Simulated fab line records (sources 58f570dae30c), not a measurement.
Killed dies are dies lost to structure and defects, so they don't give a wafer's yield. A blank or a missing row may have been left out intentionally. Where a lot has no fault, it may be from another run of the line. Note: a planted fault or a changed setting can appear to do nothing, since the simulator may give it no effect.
Comparing a struck lot with a sound one :: flow berkeley_cmos170 :: 19 out of 331 route steps
Sound: wafers L176.1, L176.5, L176.6. The struck wafers were L178.2, L178.4, L178.5. The cause comes at the end.
At each step with rows: each side's tool, then ch and its chambers, then its first start. Under that, the readings that differ: sound wafers :: struck wafers :: difference of the means :: sigmas: that difference in standard deviations of wafers without a fault.
alike: words and numbers the same on both sides, and readings whose means are apart by under 2 such deviations; not compared: readings that were withheld, readings missing a value for some wafer, numbers with overlapping values and no deviation given by the record, and bounds like >300 which may hide the same value.
The two part at a step that has a row with sigmas, a row that says differs or no value, or rows on one side only. Numbers that have no deviation but don't overlap get no sigmas and don't part them. A reading missing from all wafers of one side parts the sides only when that side holds two or more wafers.

first, 3 steps without rows for these wafers: UCB170_PSD_EXPOSE_03 (exposes mask PSELECT MOD, target cd 1200 nm); UCB170_PSD_PEB_04; UCB170_PSD_DEVELOP_05 (develop time 45 s).
UCB170_PSD_CD_MEAS_06: the cd target is 1200 nm.
  sound: cd_sem-01 at day 8 17:32; struck: cd_sem-01 at day 10 05:39
  alike: cd_nm
UCB170_PSD_OVL_MEAS_07:
  sound: overlay-02 at day 8 17:40; struck: overlay-01 at day 10 05:46
reading: PSD_OVL (nm)
sound: -5 -11 -14
struck: 5 11 3
difference: +16
sigmas: +3
following that, these wafers have no rows for 1 step: UCB170_PSD_IMPLANT_08.
UCB170_PSD_STRIP_09: strips in O2.
  sound on plasma_asher-02 ch 0,1, day 8 17:50; struck on plasma_asher-02 ch 0,1, day 10 05:56
  alike: drypump_motor_current_A, oes_product_au, strip_time_to_endpoint_s
  not compared: rf_hours_counter_h
UCB170_PSD_TW_MEAS_10:
  sound: film_metro-01 at day 8 17:56; struck: film_metro-04 at day 10 06:03
  alike: PSD_TW
then, 4 steps without rows for these wafers: UCB170_PSD_CLEAN_11 (cleans in SPM, time 600 s); UCB170_NSD_HMDS_00 (prime time 60 s); UCB170_NSD_COAT_01 (resist thk 900 nm); UCB170_NSD_SOFTBAKE_02 (time 60 s).
UCB170_NSD_EXPOSE_03: exposes mask NSELECT MOD, target cd 1200 nm.
  sound on krf_scanner-01 ch 0, day 8 18:56; struck on krf_scanner-01 ch 0, day 10 07:01
reading: model.NSD.overlay_x_nm (nm)
sound: -1.013 -1.013 -1.013
struck: -125.3 -125.3 -125.3
difference: -124.3
sigmas: 
  alike: mask
then, 2 steps without rows for these wafers: UCB170_NSD_PEB_04; UCB170_NSD_DEVELOP_05 (develop time 45 s).
UCB170_NSD_CD_MEAS_06: the cd target is 1200 nm.
  sound: cd_sem-01 at day 8 19:22; struck: cd_sem-01 at day 10 07:37
  alike: cd_nm
UCB170_NSD_OVL_MEAS_07:
  sound: overlay-02 at day 8 19:29; struck: overlay-02 at day 10 07:43
reading: NSD_OVL (nm)
sound: -5 2 4
struck: -129 -135 -132
difference: -132
sigmas: -23
following that, these wafers have no rows for 1 step: UCB170_NSD_IMPLANT_08.
UCB170_M3_PROBE_99:
  the record has rows for the sound wafers here (prober-01, day 9 22:17) and none for the struck ones

== WHERE THEY PART ==
First at UCB170_PSD_OVL_MEAS_07; last, within this record, at UCB170_M3_PROBE_99.

WHY: what the simulator had put in
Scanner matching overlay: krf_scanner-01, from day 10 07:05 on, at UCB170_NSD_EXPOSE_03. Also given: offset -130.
